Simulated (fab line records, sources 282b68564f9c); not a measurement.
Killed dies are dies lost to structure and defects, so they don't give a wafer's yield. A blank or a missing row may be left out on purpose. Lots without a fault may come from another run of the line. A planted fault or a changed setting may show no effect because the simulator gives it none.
fab line records | flow rit_cmos
record lots=5 wafers=15 last_day=7
route steps=202 shown GATE@84 REOX@98 NLDD@103 PLDD@114 SPACER@125
lots that met no fault: from a run of the same line without faults
start_h: hours from the record's first day to the start of the lot's first wafer shown | wait_h: hours since the lot's step before | " the same as in the row above | L1.1+2: a row that stands for several wafers | - no value, or no start given | * or withheld: withheld | < > ~ a bound
route shown NAME@n: a module of which the file shows steps, and the number in the route of the first | usual: mean/standard deviation of fault-free wafers | same: alike in all rows | chamber/n: place in a boat | sites: the reading at each site | _std_site: their standard deviation | _edge_site: outer sites' mean less inner sites' | radius_mm: how far each site lies from the wafer's centre | mask NAME#n: copy n | behind: the tool/chamber that last shaped the wafer | hold: why the lot was held/for how many hours/how that ended | device: the transistor (n, p or np) that didn't switch | end of line: the same wafers' tests at the end of the route | a step without rows: its recipe alone | killed: dies lost to structure and defects at the first sort, not the wafer's yield | map: a wafer's dies, x killed, . not, _ none there
set.NAME: the setting as run; set.NAME@STEP: as run at that earlier step | model.NAME: the simulator's own value behind a step, which no gauge read
lots at some steps of the route; a table a step, a row a wafer
services: from which hour (start_h, from the record's first day; less than 0 if before it) a tool's chamber was out of use, for how many hours, and why
## steps
# step RIT_GATE_CVD_08
# recipe material=poly-Si target_thk_nm=250 temp_c=610 precursor=SiH4 time_s=2220 pressure_mtorr=300 sih4_flow_sccm=100
# usual spike_tc_centre_C=611.5/1.5 zone_power_load_pct=12.5/0.77
# columns lot.wafer tool chamber start_h wait_h spike_tc_centre_C zone_power_load_pct
L078.1 lpcvd-02 1 54.74 0.1 613.8 11.9
L078.3 " 1 " " 613.5 11.4
L078.6 " 1 " " 612.8 11.8
L084.2 lpcvd-01 1 85.24 0.4 608.3 12.2
L084.4 " 1 " " 610.7 12.2
L084.5 " 1 " " 612.3 12.4
L086.2 lpcvd-02 0 95.01 0.1 612.4 13.8
L086.3 " 0 " " 610.4 13.9
L086.6 " 0 " " 612.9 14.1
L094.1 lpcvd-02 0 134.10 0.1 611.8 14.1
L094.2 " 0 " " 611.9 13.7
L094.3 " 0 " " 612.1 13.9
L096.1 lpcvd-01 1 144.28 0.1 611.8 12.5
L096.3 " 1 " " 610.9 12.3
L096.4 " 1 " " 611.5 12.1
# step RIT_GATE_THK_MEAS_09
# recipe reads=poly-Si_of_GATE_CVD_08
# usual GATE_POLY_THK=249.3/2.6
# columns lot.wafer tool chamber start_h wait_h GATE_POLY_THK[nm]
L078.1 film_metro-04 - 56.35 0.0 250.2
L078.3 " - " " 253.0
L078.6 " - " " 253.6
L084.2 film_metro-01 - 86.87 0.0 248.8
L084.4 " - " " 251.3
L084.5 " - " " 250.6
L086.2 film_metro-01 - 96.64 0.0 251.4
L086.3 " - " " 253.0
L086.6 " - " " 251.3
L094.1 film_metro-01 - 135.71 0.0 255.0
L094.2 " - " " 254.3
L094.3 " - " " 254.0
L096.1 film_metro-03 - 145.90 0.0 250.8
L096.3 " - " " 253.4
L096.4 " - " " 250.4
# step RIT_GATE_HMDS_10
# recipe prime_time_s=60 prime_temp_c=140
# columns lot.wafer tool chamber start_h wait_h
L078.1+3+6 litho_track-03 0 56.41 0.1
L084.2+4+5 litho_track-04 0 86.94 0.1
L086.2+3+6 litho_track-04 0 96.71 0.1
L094.1+2+3 litho_track-03 0 135.77 0.1
L096.1+3+4 litho_track-04 0 145.96 0.1
# step RIT_GATE_COAT_11
# recipe resist=NOVOLAK spin_rpm=4196 resist_thk_nm=850
# columns lot.wafer tool chamber start_h wait_h
L078.1+3+6 litho_track-03 0 56.56 0.1
L084.2+4+5 litho_track-04 0 87.09 0.1
L086.2+3+6 litho_track-04 0 96.86 0.1
L094.1+2+3 litho_track-03 0 135.92 0.1
L096.1+3+4 litho_track-04 0 146.11 0.1
# step RIT_GATE_SOFTBAKE_12
# recipe resist=NOVOLAK temp_c=90 time_s=60
# columns lot.wafer tool chamber start_h wait_h
L078.1+3+6 litho_track-03 0 56.71 0.1
L084.2+4+5 litho_track-04 0 87.24 0.1
L086.2+3+6 litho_track-04 0 97.01 0.1
L094.1+2+3 litho_track-03 0 136.07 0.1
L096.1+3+4 litho_track-04 0 146.26 0.1
# step RIT_GATE_EXPOSE_13
# recipe mask_id=M6 na=0.6 source_shape=conventional sigma_outer=0.6 target_cd_nm=150 dose_mj=380
# columns lot.wafer tool chamber start_h wait_h mask
L078.1+3+6 iline_stepper-02 0 56.99 0.2 M6#0
L084.2+4+5 iline_stepper-01 0 87.51 0.2 M6#0
L086.2+3+6 iline_stepper-02 0 97.28 0.2 M6#0
L094.1+2+3 iline_stepper-01 0 136.22 0.1 M6#0
L096.1+3+4 iline_stepper-01 0 146.41 0.1 M6#0
# step RIT_GATE_PEB_14
# recipe resist=NOVOLAK temp_c=withheld time_s=withheld
# columns lot.wafer tool chamber start_h wait_h
L078.1+3+6 litho_track-03 0 57.25 0.2
L084.2+4+5 litho_track-04 0 87.64 0.1
L086.2+3+6 litho_track-04 0 97.40 0.1
L094.1+2+3 litho_track-03 0 136.34 0.1
L096.1+3+4 litho_track-01 0 146.52 0.1
# step RIT_GATE_DEVELOP_15
# recipe resist=NOVOLAK develop_time_s=50 dev_temp_c=23
# same develop_time_s=50
# columns lot.wafer tool chamber start_h wait_h
L078.1+3+6 litho_track-03 0 - -
L084.2+4+5 litho_track-04 0 - -
L086.2+3+6 litho_track-04 0 - -
L094.1+2+3 litho_track-03 0 - -
L096.1+3+4 litho_track-01 0 - -
# step RIT_GATE_CD_MEAS_16
# recipe target_cd_nm=150
# usual cd_nm=151.2/2.6
# columns lot.wafer tool chamber start_h wait_h cd_nm
L078.1 cd_sem-02 - 57.54 - 152.1
L078.3 " - " " 151.5
L078.6 " - " " 152.1
L084.2 cd_sem-01 - 87.91 - 150.6
L084.4 " - " " 150.0
L084.5 " - " " 150.1
L086.2 cd_sem-02 - 97.68 - 151.5
L086.3 " - " " 150.5
L086.6 " - " " 151.8
L094.1 cd_sem-02 - 136.62 - 147.7
L094.2 " - " " 149.4
L094.3 " - " " 147.0
L096.1 cd_sem-01 - 146.81 - 148.2
L096.3 " - " " 146.7
L096.4 " - " " 145.7
# step RIT_GATE_OVL_MEAS_17
# usual GATE_OVL=0.2/1.3
# columns lot.wafer tool chamber start_h wait_h GATE_OVL[nm]
L078.1 overlay-01 - 57.66 0.1 -0.6
L078.3 " - " " -1.3
L078.6 " - " " 0.2
L084.2 overlay-01 - 88.02 0.1 1.7
L084.4 " - " " 0.0
L084.5 " - " " -0.2
L086.2 overlay-02 - 97.79 0.1 -1.2
L086.3 " - " " -0.6
L086.6 " - " " -1.3
L094.1 overlay-02 - 136.74 0.1 0.0
L094.2 " - " " 0.8
L094.3 " - " " 0.4
L096.1 overlay-02 - 146.93 0.1 0.7
L096.3 " - " " -0.5
L096.4 " - " " 1.6
# step RIT_GATE_HARDBAKE_18
# recipe resist=NOVOLAK temp_c=140 time_s=60
# columns lot.wafer tool chamber start_h wait_h
L078.1+3+6 litho_track-03 0 57.85 0.2
L084.2+4+5 litho_track-01 0 88.08 0.0
L086.2+3+6 litho_track-03 0 97.84 0.0
L094.1+2+3 litho_track-01 0 136.78 0.0
L096.1+3+4 litho_track-01 0 146.96 0.0
# step RIT_GATE_ETCH_19
# recipe chemistry=SF6/CHF3/O2 time_s=165 SF6_flow_sccm=30 CHF3_flow_sccm=30 O2_flow_sccm=5 target=poly-Si pressure_mtorr=40 rf_w=160 target_depth_a=3125 over_etch_frac=0.25 stop_on=SiO2
# usual O2_flow_sccm=5.000/0.014 SF6_flow_sccm=30.00/0.085 chamber_pressure_mTorr=40.00/0.04 drypump_motor_current_A=5.8/0.45 oes_product_au=0.851/0.012 throttle_valve_pct=10.26/0.12
# columns lot.wafer tool chamber start_h wait_h O2_flow_sccm SF6_flow_sccm chamber_pressure_mTorr drypump_motor_current_A oes_product_au rf_hours_counter_h throttle_valve_pct
L078.1 rie_si-01 2 58.00 0.1 4.985 30.01 40.03 5.8 0.852 29 10.21
L078.3 " 1 " " 4.983 29.93 39.96 6.1 0.865 56 10.03
L078.6 " 2 " " 4.978 30.10 40.03 5.8 0.865 - 10.21
L084.2 rie_si-01 1 88.20 0.1 5.000 30.11 40.03 6.2 0.861 57 10.02
L084.4 " 3 " " 4.997 30.06 40.00 6.3 0.849 116 10.18
L084.5 " 3 " " 5.013 29.98 39.99 6.2 0.846 - 10.18
L086.2 rie_si-01 0 97.97 0.1 5.024 30.06 39.99 6.4 0.852 2 10.26
L086.3 " 2 " " 5.005 30.13 40.04 5.8 0.862 29 10.23
L086.6 " 1 " " 4.996 29.98 39.98 6.1 0.863 - 10.04
L094.1 rie_si-01 3 136.93 0.1 4.996 30.03 40.00 6.2 0.859 117 10.16
L094.2 " 1 " " 5.001 30.05 40.05 6.1 0.874 57 10.04
L094.3 " 0 " " 4.980 29.98 39.98 6.4 0.860 2 10.27
L096.1 rie_si-01 1 147.11 0.1 4.993 30.09 39.95 6.1 0.861 57 10.03
L096.3 " 2 " " 5.008 30.05 40.05 5.8 0.863 30 10.22
L096.4 " 3 " " 5.020 30.05 39.98 6.3 0.841 117 10.16
# step RIT_GATE_STRIP_20
# recipe chemistry=O2 time_s=180 resist=NOVOLAK platen_temp_c=withheld power_w=500 pressure_mtorr=4000 o2_flow_sccm=4000
# usual chamber_pressure_mTorr=4000/4 drypump_motor_current_A=5.9/0.49
# columns lot.wafer tool chamber start_h wait_h chamber_pressure_mTorr drypump_motor_current_A rf_hours_counter_h
L078.1 plasma_asher-01 0 58.11 0.1 3998 6.3 38
L078.3 " 0 " " 4004 6.3 -
L078.6 " 1 " " 4005 6.0 -
L084.2 plasma_asher-04 1 88.31 0.1 4003 6.2 45
L084.4 " 0 " " 3997 5.0 -
L084.5 " 0 " " 4000 5.0 -
L086.2 plasma_asher-01 0 98.08 0.1 3994 6.4 42
L086.3 " 1 " " 3996 6.0 -
L086.6 " 0 " " 4003 6.3 -
L094.1 plasma_asher-03 1 137.04 0.1 3994 6.0 51
L094.2 " 0 " " 4004 5.9 51
L094.3 " 1 " " 3998 6.1 -
L096.1 plasma_asher-01 1 147.22 0.1 3996 6.0 3
L096.3 " 1 " " 4003 6.0 -
L096.4 " 0 " " 3999 6.3 -
# step RIT_GATE_CD_MEAS_90
# recipe target_cd_nm=150
# usual cd_nm=151.1/2.6
# columns lot.wafer tool chamber start_h wait_h cd_nm
L078.1 cd_sem-02 - 58.28 0.1 152.4
L078.3 " - " " 152.0
L078.6 " - " " 152.4
L084.2 cd_sem-02 - 88.50 0.1 150.3
L084.4 " - " " 149.2
L084.5 " - " " 150.0
L086.2 cd_sem-02 - 98.27 0.1 151.5
L086.3 " - " " 150.3
L086.6 " - " " 152.1
L094.1 cd_sem-02 - 137.21 0.1 147.9
L094.2 " - " " 149.4
L094.3 " - " " 147.1
L096.1 cd_sem-02 - 147.40 0.1 148.5
L096.3 " - " " 146.6
L096.4 " - " " 146.1
# step RIT_REOX_CLEAN_00
# recipe chemistry=SC1 mix=3:3:50 time_s=600 temp_c=75
# columns lot.wafer tool chamber start_h wait_h
L078.1+3+6 wet_bench-03 3 58.40 0.1
L084.2+4+5 wet_bench-01 2 88.60 0.1
L086.2+3+6 wet_bench-01 1 98.37 0.1
L094.1+2+3 wet_bench-01 0 137.33 0.1
L096.1+3+4 wet_bench-01 3 147.52 0.1
# step RIT_REOX_CLEAN_01
# recipe chemistry=dHF dilution=50:1 time_s=30
# columns lot.wafer tool chamber start_h wait_h
L078.1+3+6 wet_bench-04 3 58.66 0.1
L084.2+4+5 wet_bench-04 0 88.80 0.0
L086.2+3+6 wet_bench-01 2 98.55 0.0
L094.1+2+3 wet_bench-04 2 137.51 0.0
L096.1+3+4 wet_bench-04 0 147.69 0.0
# step RIT_REOX_CLEAN_02
# recipe chemistry=SC2 mix=3:3:50 time_s=600 temp_c=75 dry=n2_spin
# columns lot.wafer tool chamber start_h wait_h
L078.1+3+6 wet_bench-01 0 58.69 0.0
L084.2+4+5 wet_bench-01 1 88.81 0.0
L086.2+3+6 wet_bench-01 0 98.56 0.0
L094.1+2+3 wet_bench-03 2 137.53 0.0
L096.1+3+4 wet_bench-03 2 147.71 0.0
# step RIT_REOX_OXIDATION_03
# recipe temp_c=900 ambient=O2 target_thk_a=252 ox_time_s=5580
# usual spike_tc_centre_C=903.2/1 zone_power_load_pct=27/3.3
# columns lot.wafer tool chamber start_h wait_h spike_tc_centre_C zone_power_load_pct
L078.1 furnace-01 0 58.86 0.0 902.1 28
L078.3 " 0 " " 902.6 29
L078.6 " 0 " " 901.6 28
L084.2 furnace-03 0 89.05 0.0 904.4 31
L084.4 " 0 " " 903.0 31
L084.5 " 0 " " 903.8 31
L086.2 furnace-03 0 98.74 0.0 904.5 31
L086.3 " 0 " " 903.7 31
L086.6 " 0 " " 902.3 30
L094.1 furnace-02 0 137.96 0.3 904.2 23
L094.2 " 0 " " 905.5 23
L094.3 " 0 " " 902.0 24
L096.1 furnace-02 0 147.90 0.0 903.1 23
L096.3 " 0 " " 903.2 23
L096.4 " 0 " " 903.5 23
# step RIT_REOX_THK_MEAS_04
# recipe reads=SiO2_of_REOX_OXIDATION_03
# usual REOX_OXIDE_THK=25.4/0.43
# columns lot.wafer tool chamber start_h wait_h REOX_OXIDE_THK[nm]
L078.1 film_metro-01 - 61.41 0.0 25.6
L078.3 " - " " 25.8
L078.6 " - " " 25.5
L084.2 film_metro-01 - 91.61 0.0 25.4
L084.4 " - " " 25.1
L084.5 " - " " 25.1
L086.2 film_metro-02 - 101.30 0.0 24.9
L086.3 " - " " 25.3
L086.6 " - " " 25.0
L094.1 film_metro-02 - 140.51 0.0 25.4
L094.2 " - " " 25.8
L094.3 " - " " 25.5
L096.1 film_metro-02 - 150.45 0.0 25.2
L096.3 " - " " 24.7
L096.4 " - " " 25.1
# step RIT_NLDD_HMDS_00
# recipe prime_time_s=60 prime_temp_c=140
# columns lot.wafer tool chamber start_h wait_h
L078.1+3+6 litho_track-01 0 61.54 0.1
L084.2+4+5 litho_track-01 0 91.69 0.1
L086.2+3+6 litho_track-02 0 101.37 0.1
L094.1+2+3 litho_track-03 0 140.57 0.1
L096.1+3+4 litho_track-02 0 150.51 0.1
# step RIT_NLDD_COAT_01
# recipe resist=NOVOLAK spin_rpm=3250 resist_thk_nm=1000
# columns lot.wafer tool chamber start_h wait_h
L078.1+3+6 litho_track-01 0 61.69 0.1
L084.2+4+5 litho_track-01 0 91.84 0.1
L086.2+3+6 litho_track-02 0 101.52 0.1
L094.1+2+3 litho_track-03 0 140.72 0.1
L096.1+3+4 litho_track-02 0 150.66 0.1
# step RIT_NLDD_SOFTBAKE_02
# recipe resist=NOVOLAK temp_c=90 time_s=60
# columns lot.wafer tool chamber start_h wait_h
L078.1+3+6 litho_track-01 0 61.84 0.1
L084.2+4+5 litho_track-01 0 91.99 0.1
L086.2+3+6 litho_track-02 0 101.67 0.1
L094.1+2+3 litho_track-03 0 140.87 0.1
L096.1+3+4 litho_track-02 0 150.81 0.1
# step RIT_NLDD_EXPOSE_03
# recipe mask_id=M7 na=0.57 target_cd_nm=40700 dose_mj=250
# columns lot.wafer tool chamber start_h wait_h mask
L078.1+3+6 iline_stepper-01 0 62.11 0.2 M7#0
L084.2+4+5 iline_stepper-02 0 92.25 0.2 M7#0
L086.2+3+6 iline_stepper-02 0 101.94 0.2 M7#0
L094.1+2+3 iline_stepper-02 0 141.14 0.2 M7#0
L096.1+3+4 iline_stepper-01 0 150.96 0.1 M7#0
# step RIT_NLDD_PEB_04
# recipe resist=NOVOLAK temp_c=withheld time_s=withheld
# columns lot.wafer tool chamber start_h wait_h
L078.1+3+6 litho_track-02 0 62.23 0.1
L084.2+4+5 litho_track-03 0 92.38 0.1
L086.2+3+6 litho_track-02 0 102.06 0.1
L094.1+2+3 litho_track-03 0 141.26 0.1
L096.1+3+4 litho_track-03 0 151.07 0.1
# step RIT_NLDD_DEVELOP_05
# recipe resist=NOVOLAK develop_time_s=50 dev_temp_c=23
# same develop_time_s=50
# columns lot.wafer tool chamber start_h wait_h
L078.1+3+6 litho_track-02 0 - -
L084.2+4+5 litho_track-03 0 - -
L086.2+3+6 litho_track-02 0 - -
L094.1+2+3 litho_track-03 0 - -
L096.1+3+4 litho_track-03 0 - -
# step RIT_NLDD_OVL_MEAS_06
# usual NLDD_OVL=0.3/1.3
# columns lot.wafer tool chamber start_h wait_h NLDD_OVL[nm]
L078.1 overlay-01 - 62.51 - 2.0
L078.3 " - " " 1.9
L078.6 " - " " 1.7
L084.2 overlay-02 - 92.64 - -1.0
L084.4 " - " " -0.3
L084.5 " - " " -0.6
L086.2 overlay-01 - 102.33 - -0.7
L086.3 " - " " -1.5
L086.6 " - " " 0.0
L094.1 overlay-01 - 141.54 - 1.5
L094.2 " - " " 0.4
L094.3 " - " " 1.9
L096.1 overlay-02 - 151.36 - 2.1
L096.3 " - " " 1.4
L096.4 " - " " 2.8
# step RIT_NLDD_HARDBAKE_07
# recipe resist=NOVOLAK temp_c=140 time_s=60
# columns lot.wafer tool chamber start_h wait_h
L078.1+3+6 litho_track-01 0 62.55 0.0
L084.2+4+5 litho_track-01 0 92.70 0.0
L086.2+3+6 litho_track-02 0 102.38 0.0
L094.1+2+3 litho_track-03 0 141.58 0.0
L096.1+3+4 litho_track-02 0 151.41 0.0
# step RIT_NLDD_IMPLANT_08
# recipe species=P energy_kev=20 dose_cm2=5e+14 tilt_deg=6.779
# columns lot.wafer tool chamber start_h wait_h
L078.1+3+6 implanter-01 0 62.70 0.1
L084.2+4+5 implanter-03 0 92.85 0.1
L086.2+3+6 implanter-01 0 102.53 0.1
L094.1+2+3 implanter-02 0 141.73 0.1
L096.1+3+4 implanter-02 0 151.56 0.1
# step RIT_NLDD_STRIP_09
# recipe chemistry=O2 time_s=180 resist=NOVOLAK platen_temp_c=withheld power_w=500 pressure_mtorr=4000 o2_flow_sccm=4000
# usual chamber_pressure_mTorr=4000/3.6 drypump_motor_current_A=5.6/0.57
# columns lot.wafer tool chamber start_h wait_h chamber_pressure_mTorr drypump_motor_current_A rf_hours_counter_h
L078.1 plasma_asher-02 0 62.85 0.1 3998 5.7 29
L078.3 " 0 " " 4002 5.7 -
L078.6 " 1 " " 3998 4.7 -
L084.2 plasma_asher-04 0 92.97 0.1 4005 5.0 45
L084.4 " 0 " " 3998 5.0 -
L084.5 " 0 " " 3995 5.0 -
L086.2 plasma_asher-04 0 102.66 0.1 4003 5.0 46
L086.3 " 0 " " 4000 5.0 -
L086.6 " 0 " " 4002 5.0 -
L094.1 plasma_asher-04 0 141.88 0.1 4006 5.0 51
L094.2 " 1 " " 3998 6.2 51
L094.3 " 1 " " 3994 6.3 -
L096.1 plasma_asher-02 1 151.71 0.1 4000 4.7 38
L096.3 " 1 " " 3995 4.7 -
L096.4 " 0 " " 4000 5.7 -
# step RIT_NLDD_TW_MEAS_10
# usual NLDD_TW=2516/23
# columns lot.wafer tool chamber start_h wait_h NLDD_TW
L078.1 film_metro-04 - 63.03 0.1 2510
L078.3 " - " " 2510
L078.6 " - " " 2516
L084.2 film_metro-04 - 93.16 0.1 2494
L084.4 " - " " 2499
L084.5 " - " " 2485
L086.2 film_metro-02 - 102.84 0.1 2555
L086.3 " - " " 2549
L086.6 " - " " 2548
L094.1 film_metro-04 - 142.05 0.1 2513
L094.2 " - " " 2506
L094.3 " - " " 2513
L096.1 film_metro-03 - 151.88 0.1 2496
L096.3 " - " " 2493
L096.4 " - " " 2523
# step RIT_PLDD_HMDS_00
# recipe prime_time_s=60 prime_temp_c=140
# columns lot.wafer tool chamber start_h wait_h
L078.1+3+6 litho_track-01 0 63.09 0.1
L084.2+4+5 litho_track-02 0 93.23 0.1
L086.2+3+6 litho_track-04 0 102.92 0.1
L094.1+2+3 litho_track-02 0 142.11 0.1
L096.1+3+4 litho_track-04 0 152.01 0.1
# step RIT_PLDD_COAT_01
# recipe resist=NOVOLAK spin_rpm=3250 resist_thk_nm=982.6
# columns lot.wafer tool chamber start_h wait_h
L078.1+3+6 litho_track-01 0 63.24 0.1
L084.2+4+5 litho_track-02 0 93.38 0.1
L086.2+3+6 litho_track-04 0 103.07 0.1
L094.1+2+3 litho_track-02 0 142.26 0.1
L096.1+3+4 litho_track-04 0 152.16 0.1
# step RIT_PLDD_SOFTBAKE_02
# recipe resist=NOVOLAK temp_c=90 time_s=60
# columns lot.wafer tool chamber start_h wait_h
L078.1+3+6 litho_track-01 0 63.39 0.1
L084.2+4+5 litho_track-02 0 93.53 0.1
L086.2+3+6 litho_track-04 0 103.22 0.1
L094.1+2+3 litho_track-02 0 142.41 0.1
L096.1+3+4 litho_track-04 0 152.31 0.1
# step RIT_PLDD_EXPOSE_03
# recipe mask_id=M8 na=0.57 target_cd_nm=40900 dose_mj=250
# columns lot.wafer tool chamber start_h wait_h mask
L078.1+3+6 iline_stepper-01 0 63.54 0.1 M8#0
L084.2+4+5 iline_stepper-01 0 93.80 0.2 M8#0
L086.2+3+6 iline_stepper-02 0 103.49 0.2 M8#0
L094.1+2+3 iline_stepper-01 0 142.69 0.2 M8#0
L096.1+3+4 iline_stepper-01 0 152.46 0.1 M8#0
# step RIT_PLDD_PEB_04
# recipe resist=NOVOLAK temp_c=withheld time_s=withheld
# columns lot.wafer tool chamber start_h wait_h
L078.1+3+6 litho_track-02 0 63.65 0.1
L084.2+4+5 litho_track-01 0 93.98 0.2
L086.2+3+6 litho_track-04 0 103.62 0.1
L094.1+2+3 litho_track-01 0 142.80 0.1
L096.1+3+4 litho_track-01 0 152.58 0.1
# step RIT_PLDD_DEVELOP_05
# recipe resist=NOVOLAK develop_time_s=50 dev_temp_c=23
# same develop_time_s=50
# columns lot.wafer tool chamber start_h wait_h
L078.1+3+6 litho_track-02 0 - -
L084.2+4+5 litho_track-01 0 - -
L086.2+3+6 litho_track-04 0 - -
L094.1+2+3 litho_track-01 0 - -
L096.1+3+4 litho_track-01 0 - -
# step RIT_PLDD_OVL_MEAS_06
# usual PLDD_OVL=0.2/1.4
# columns lot.wafer tool chamber start_h wait_h PLDD_OVL[nm]
L078.1 overlay-02 - 63.94 - -1.5
L078.3 " - " " -1.2
L078.6 " - " " -0.6
L084.2 overlay-01 - 94.25 - -1.7
L084.4 " - " " -1.0
L084.5 " - " " -0.7
L086.2 overlay-02 - 103.89 - 2.1
L086.3 " - " " 0.4
L086.6 " - " " 1.3
L094.1 overlay-02 - 143.09 - 0.8
L094.2 " - " " 1.3
L094.3 " - " " 1.7
L096.1 overlay-02 - 152.86 - -0.4
L096.3 " - " " 0.5
L096.4 " - " " -0.4
# step RIT_PLDD_HARDBAKE_07
# recipe resist=NOVOLAK temp_c=140 time_s=60
# columns lot.wafer tool chamber start_h wait_h
L078.1+3+6 litho_track-02 0 63.97 0.0
L084.2+4+5 litho_track-04 0 94.30 0.0
L086.2+3+6 litho_track-01 0 103.98 0.1
L094.1+2+3 litho_track-04 0 143.12 0.0
L096.1+3+4 litho_track-02 0 152.90 0.0
# step RIT_PLDD_IMPLANT_08
# recipe species=BF2 energy_kev=20 dose_cm2=9e+14 tilt_deg=7
# columns lot.wafer tool chamber start_h wait_h
L078.1+3+6 implanter-03 0 64.12 0.1
L084.2+4+5 implanter-03 0 94.45 0.1
L086.2+3+6 implanter-02 0 104.13 0.1
L094.1+2+3 implanter-02 0 143.27 0.1
L096.1+3+4 implanter-02 0 153.05 0.1
# step RIT_PLDD_STRIP_09
# recipe chemistry=O2 time_s=180 resist=NOVOLAK platen_temp_c=withheld power_w=500 pressure_mtorr=4000 o2_flow_sccm=4000
# usual chamber_pressure_mTorr=3999/3.7 drypump_motor_current_A=5.6/0.59
# columns lot.wafer tool chamber start_h wait_h chamber_pressure_mTorr drypump_motor_current_A rf_hours_counter_h
L078.1 plasma_asher-03 0 64.27 0.1 3986 5.9 44
L078.3 " 0 " " 4001 5.9 -
L078.6 " 1 " " 3998 6.0 -
L084.2 plasma_asher-02 0 94.58 0.1 3997 5.7 32
L084.4 " 1 " " 4004 4.7 -
L084.5 " 0 " " 4002 5.7 -
L086.2 plasma_asher-02 1 104.25 0.1 4004 4.8 33
L086.3 " 0 " " 3999 5.7 -
L086.6 " 1 " " 4002 4.7 -
L094.1 plasma_asher-03 1 143.42 0.1 4001 6.0 52
L094.2 " 0 " " 3998 5.9 52
L094.3 " 0 " " 3992 5.9 -
L096.1 plasma_asher-01 0 153.20 0.1 3999 6.4 4
L096.3 " 0 " " 4008 6.3 -
L096.4 " 1 " " 3994 6.0 -
# step RIT_PLDD_TW_MEAS_10
# usual PLDD_TW=2371/24
# columns lot.wafer tool chamber start_h wait_h PLDD_TW
L078.1 film_metro-02 - 64.45 0.1 2424
L078.3 " - " " 2412
L078.6 " - " " 2410
L084.2 film_metro-02 - 94.76 0.1 2420
L084.4 " - " " 2407
L084.5 " - " " 2419
L086.2 film_metro-02 - 104.44 0.1 2383
L086.3 " - " " 2399
L086.6 " - " " 2390
L094.1 film_metro-04 - 143.60 0.1 2377
L094.2 " - " " 2367
L094.3 " - " " 2361
L096.1 film_metro-03 - 153.37 0.1 2356
L096.3 " - " " 2355
L096.4 " - " " 2363
# step RIT_SPACER_CLEAN_00
# recipe chemistry=SC1 mix=3:3:50 time_s=600 temp_c=75
# columns lot.wafer tool chamber start_h wait_h
L078.1+3+6 wet_bench-04 0 64.51 0.1
L084.2+4+5 wet_bench-04 0 94.81 0.0
L086.2+3+6 wet_bench-04 2 104.49 0.0
L094.1+2+3 wet_bench-01 2 143.66 0.1
L096.1+3+4 wet_bench-04 0 153.43 0.1
# step RIT_SPACER_CLEAN_01
# recipe chemistry=dHF dilution=50:1 time_s=30
# columns lot.wafer tool chamber start_h wait_h
L078.1+3+6 wet_bench-01 3 64.70 0.0
L084.2+4+5 wet_bench-01 0 94.99 0.0
L086.2+3+6 wet_bench-02 1 104.66 0.0
L094.1+2+3 wet_bench-02 2 143.85 0.0
L096.1+3+4 wet_bench-01 0 153.62 0.0
# step RIT_SPACER_CLEAN_02
# recipe chemistry=SC2 mix=3:3:50 time_s=600 temp_c=75 dry=n2_spin
# columns lot.wafer tool chamber start_h wait_h
L078.1+3+6 wet_bench-04 3 64.71 0.0
L084.2+4+5 wet_bench-02 2 95.00 0.0
L086.2+3+6 wet_bench-04 2 104.68 0.0
L094.1+2+3 wet_bench-04 3 143.88 0.0
L096.1+3+4 wet_bench-02 3 153.64 0.0
# step RIT_SPACER_CVD_03
# recipe material=Si3N4 target_thk_nm=250 temp_c=810 precursor=SiH2Cl2/NH3 time_s=3300 pressure_mtorr=300 sih2cl2_flow_sccm=60 nh3_flow_sccm=150
# usual spike_tc_centre_C=811.7/1.6 zone_power_load_pct=22.5/1.5
# columns lot.wafer tool chamber start_h wait_h spike_tc_centre_C zone_power_load_pct
L078.1 lpcvd-01 1 64.90 0.0 810.7 21.7
L078.3 " 1 " " 808.3 21.6
L078.6 " 1 " " 811.4 22.0
L084.2 lpcvd-02 1 96.63 1.4 813.6 20.4
L084.4 " 1 " " 813.7 21.0
L084.5 " 1 " " 813.5 20.5
L086.2 lpcvd-02 1 104.86 0.0 814.1 21.2
L086.3 " 1 " " 812.8 20.6
L086.6 " 1 " " 814.3 20.5
L094.1 lpcvd-02 0 144.07 0.0 810.9 24.9
L094.2 " 0 " " 810.3 24.5
L094.3 " 0 " " 814.0 24.9
L096.1 lpcvd-02 0 153.81 0.0 812.0 24.6
L096.3 " 0 " " 812.3 24.6
L096.4 " 0 " " 810.6 24.8
# step RIT_SPACER_THK_MEAS_04
# recipe reads=Si3N4_of_SPACER_CVD_03
# usual SPACER_NITRIDE_THK=249.2/2.2
# columns lot.wafer tool chamber start_h wait_h SPACER_NITRIDE_THK[nm]
L078.1 film_metro-01 - 66.82 0.0 251.7
L078.3 " - " " 250.9
L078.6 " - " " 249.9
L084.2 film_metro-02 - 98.55 0.0 250.0
L084.4 " - " " 248.1
L084.5 " - " " 250.5
L086.2 film_metro-04 - 106.78 0.0 247.1
L086.3 " - " " 247.1
L086.6 " - " " 248.6
L094.1 film_metro-01 - 145.99 0.0 248.9
L094.2 " - " " 247.8
L094.3 " - " " 250.8
L096.1 film_metro-02 - 155.73 0.0 251.9
L096.3 " - " " 251.5
L096.4 " - " " 253.9
## services
# columns tool chamber start_h hours kind
furnace-01 - 41.93 2.3 pm
plasma_asher-03 - 45.88 4.0 pm
rie_si-01 1 69.78 8.5 repair
furnace-02 - 72.05 19.8 pm
implanter-02 - 80.39 3.7 pm
implanter-01 - 84.30 6.2 repair
furnace-02 - 91.84 3.5 pm
plasma_asher-03 - 108.71 1.9 repair
plasma_asher-01 - 108.75 9.0 pm
plasma_asher-01 0 108.75 9.0 vent_cycle
plasma_asher-01 1 108.75 9.0 vent_cycle
plasma_asher-01 - 115.26 0.9 repair
plasma_asher-01 0 117.75 - clean
plasma_asher-01 1 117.75 - clean
iline_stepper-01 - 130.32 1.7 pm
plasma_asher-03 - 130.36 2.8 pm
implanter-03 - 130.60 10.6 repair
iline_stepper-02 - 139.24 1.7 pm
implanter-03 - 141.21 2.9 pm
implanter-01 - 143.32 5.2 pm
lpcvd-02 - 145.99 2.8 pm
furnace-03 - 152.05 3.2 pm
rie_si-01 0 152.64 4.7 repair
## key
fault none
